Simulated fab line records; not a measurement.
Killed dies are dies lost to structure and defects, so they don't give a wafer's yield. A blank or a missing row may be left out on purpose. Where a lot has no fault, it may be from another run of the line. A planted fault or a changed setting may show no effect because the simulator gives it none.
Which tool did it? :: flow rit_cmos :: Sampling: 13 lots, 39 wafers, 2 of 202 route steps

== WHAT THE GAUGES READ, wafer by wafer ==
RIT_SPACER_THK_MEAS_04.
lot: L402
measured: day 3 03:31
on: film_metro-02
SPACER_NITRIDE_THK (nm): 253.5 254.5 253.6

lot: L403
measured: day 3 05:25
on: film_metro-01
SPACER_NITRIDE_THK (nm): 248.7 248.8 249.1

lot: L404
measured: day 3 13:49
on: film_metro-02
SPACER_NITRIDE_THK (nm): 248.1 247.6 246.1

lot: L405
measured: day 3 15:28
on: film_metro-03
SPACER_NITRIDE_THK (nm): 245.5 243.9 243.5

lot: L406
measured: day 3 21:54
on: film_metro-01
SPACER_NITRIDE_THK (nm): 250.4 250.1 251.3

lot: L407
measured: day 3 23:51
on: film_metro-03
SPACER_NITRIDE_THK (nm): 248.6 246.5 249.1

lot: L408
measured: day 4 04:30
on: film_metro-02
SPACER_NITRIDE_THK (nm): 234.9 232.6 235.5

lot: L416
measured: day 5 20:02
on: film_metro-01
SPACER_NITRIDE_THK (nm): 252.8 252.8 251.3

lot: L418
measured: day 6 07:07
on: film_metro-01
SPACER_NITRIDE_THK (nm): 249.1 252.9 249.5

lot: L419
measured: day 6 10:53
on: film_metro-01
SPACER_NITRIDE_THK (nm): 246.9 248.9 247.5

lot: L423
measured: day 7 06:53
on: film_metro-03
SPACER_NITRIDE_THK (nm): 247.2 245.0 245.3

lot: L424
measured: day 7 12:43
on: film_metro-01
SPACER_NITRIDE_THK (nm): 248.4 245.2 246.9

lot: L425
measured: day 7 15:58
on: film_metro-01
SPACER_NITRIDE_THK (nm): 248.6 249.2 247.9

== TOOL THAT RAN EACH LOT (tool first, then ch and the chambers of the sampled wafers, then the start) ==
lot: L402
RIT_SPACER_CVD_03: lpcvd-02 ch 0, day 3 01:35

lot: L403
RIT_SPACER_CVD_03: lpcvd-02 ch 1, day 3 03:30

lot: L404
RIT_SPACER_CVD_03: lpcvd-02 ch 1, day 3 10:56

lot: L405
RIT_SPACER_CVD_03: lpcvd-01 ch 1, day 3 13:31

lot: L406
RIT_SPACER_CVD_03: lpcvd-01 ch 0, day 3 19:59

lot: L407
RIT_SPACER_CVD_03: lpcvd-01 ch 0, day 3 21:54

lot: L408
RIT_SPACER_CVD_03: lpcvd-01 ch 0, day 4 02:35

lot: L416
RIT_SPACER_CVD_03: lpcvd-02 ch 1, day 5 18:06

lot: L418
RIT_SPACER_CVD_03: lpcvd-02 ch 1, day 6 04:14

lot: L419
RIT_SPACER_CVD_03: lpcvd-02 ch 1, day 6 08:01

lot: L423
RIT_SPACER_CVD_03: lpcvd-01 ch 0, day 7 04:58

lot: L424
RIT_SPACER_CVD_03: lpcvd-02 ch 0, day 7 10:47

lot: L425
RIT_SPACER_CVD_03: lpcvd-02 ch 1, day 7 14:03
- RIT_SPACER_CVD_03: deposits Si3N4 from SiH2Cl2/NH3, target thk 250 nm, time 3300 s.

== WHAT THE TOOLS THEMSELVES READ (means of the sampled wafers that have a number; where no wafer has one, the mark that the record gives instead) ==
RIT_SPACER_CVD_03.
lot: L402
tool: lpcvd-02
susceptor_temp_C (C): 810.3
zone_power_load_pct (%): 20.7

lot: L403
tool: lpcvd-02
susceptor_temp_C (C): 810.1
zone_power_load_pct (%): 20.1

lot: L404
tool: lpcvd-02
susceptor_temp_C (C): 810.2
zone_power_load_pct (%): 20.1

lot: L405
tool: lpcvd-01
susceptor_temp_C (C): 809.9
zone_power_load_pct (%): 22.1

lot: L406
tool: lpcvd-01
susceptor_temp_C (C): 810.1
zone_power_load_pct (%): 17.8

lot: L407
tool: lpcvd-01
susceptor_temp_C (C): 810.1
zone_power_load_pct (%): 17.9

lot: L408
tool: lpcvd-01
susceptor_temp_C (C): 809.7
zone_power_load_pct (%): 17.9

lot: L416
tool: lpcvd-02
susceptor_temp_C (C): 810.4
zone_power_load_pct (%): 20.2

lot: L418
tool: lpcvd-02
susceptor_temp_C (C): 809.8
zone_power_load_pct (%): 20.2

lot: L419
tool: lpcvd-02
susceptor_temp_C (C): 810.0
zone_power_load_pct (%): 20.2

lot: L423
tool: lpcvd-01
susceptor_temp_C (C): 809.9
zone_power_load_pct (%): 17.7

lot: L424
tool: lpcvd-02
susceptor_temp_C (C): 810.0
zone_power_load_pct (%): 20.8

lot: L425
tool: lpcvd-02
susceptor_temp_C (C): 810.0
zone_power_load_pct (%): 20.0

== THE ANSWER, worked out from the rows above alone ==
Rule: what is usual is taken from the lots themselves. Put in order of their means at a reading, lots are off if they are a third of the lots or fewer, leave a main group of 4 or more, and stand apart from it by a gap of 3 or more times the standard deviation of the main group's means; of several such gaps the widest counts. A main group whose means are all the same, to the digits that the tables above print for the reading, isn't used. Also off: a lot with no number at a reading for which 4 or more lots have one. Any other lot the step has rows for is counted as sound. After the gauges, taken in route order, come the tools' own readings; for these a lot's mean is taken, as printed above. At the first step where some lot is off, the reading lying furthest off is the one used; lots without a number count as furthest.
Off: L408, at RIT_SPACER_THK_MEAS_04 (SPACER_NITRIDE_THK). The main group has a mean of 248.7 nm with a standard deviation of 2.6.
If a tool, at a process step before that reading, ran all the lots that are off and no sound lot after the first of them, it fits. The gauges at RIT_SPACER_THK_MEAS_04 aren't tried: what is off there is off at RIT_SPACER_CVD_03 too, on other tools, and a gauge's error can't cause that. Not one of the candidates tried fits.

== WHAT THE SIMULATOR PUT IN ==
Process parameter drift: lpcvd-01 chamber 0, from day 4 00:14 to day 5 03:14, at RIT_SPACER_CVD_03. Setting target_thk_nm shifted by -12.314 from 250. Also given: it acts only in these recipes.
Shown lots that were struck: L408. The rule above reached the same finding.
